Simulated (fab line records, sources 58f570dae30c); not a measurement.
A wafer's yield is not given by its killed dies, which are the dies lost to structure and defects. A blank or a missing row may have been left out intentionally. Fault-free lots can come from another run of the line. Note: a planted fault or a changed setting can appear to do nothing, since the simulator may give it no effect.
Which of the tools did it? -- flow berkeley cmos170 -- Sampling: 7 lots, 21 wafers, 2 of 331 route steps

WHAT THE GAUGES SHOWED, per wafer
UCB170_NWELL_TW_MEAS_16.
lot,measured,on,NWELL_TW
L464,day 2 19:00,film metro-04,1241 1239 1252
L467,day 3 02:35,film metro-04,1237 1244 1247
L469,day 4 00:05,film metro-04,1256 1257 1253
L472,day 4 17:45,film metro-02,1282 1285 1285
L474,day 5 03:36,film metro-02,1277 1282 1269
L479,day 5 19:49,film metro-04,1250 1248 1249
L482,day 6 18:46,film metro-04,1399 1400 1393

WHAT TOOL EACH LOT RAN ON (gives the tool, then ch and the chambers of the sampled wafers, and finally the start)
lot,UCB170_NWELL_IMPLANT_14
L464,"implanter-04 ch 0, day 2 18:45"
L467,"implanter-03 ch 0, day 3 02:22"
L469,"implanter-01 ch 0, day 3 23:50"
L472,"implanter-03 ch 0, day 4 17:07"
L474,"implanter-03 ch 0, day 5 03:22"
L479,"implanter-03 ch 0, day 5 19:36"
L482,"implanter-03 ch 0, day 6 18:32"
- UCB170_NWELL_IMPLANT_14

THE ANSWER, worked out from the rows above alone
Rule: what is usual is taken from the lots themselves. The widest of any qualifying gaps counts: lots, ordered by their means at a reading, are off when they make up no more than a third of the lots, leave a main group of 4 or more, and stand apart from it by 3 or more times the standard deviation of that group's means. A main group is skipped when, at the precision printed for the reading in the tables above, its means are all equal. A lot without any number at a reading at which 4 lots or more have one is off too. All remaining lots with rows at the step are treated as sound.
Off: at UCB170_NWELL_TW_MEAS_16 (NWELL_TW), L482. For the main group the mean is 1258 and the standard deviation 16.
A tool fits if, at a process step before that reading, it ran every lot that is off, and no sound lot after the first of them. The gauges at UCB170_NWELL_TW_MEAS_16 are tried like those tools. 2 tools fit, implanter-03 at UCB170_NWELL_IMPLANT_14 and film metro-04 at UCB170_NWELL_TW_MEAS_16, so this cannot tell which one it is.

WHAT WAS PUT IN BY THE SIMULATOR
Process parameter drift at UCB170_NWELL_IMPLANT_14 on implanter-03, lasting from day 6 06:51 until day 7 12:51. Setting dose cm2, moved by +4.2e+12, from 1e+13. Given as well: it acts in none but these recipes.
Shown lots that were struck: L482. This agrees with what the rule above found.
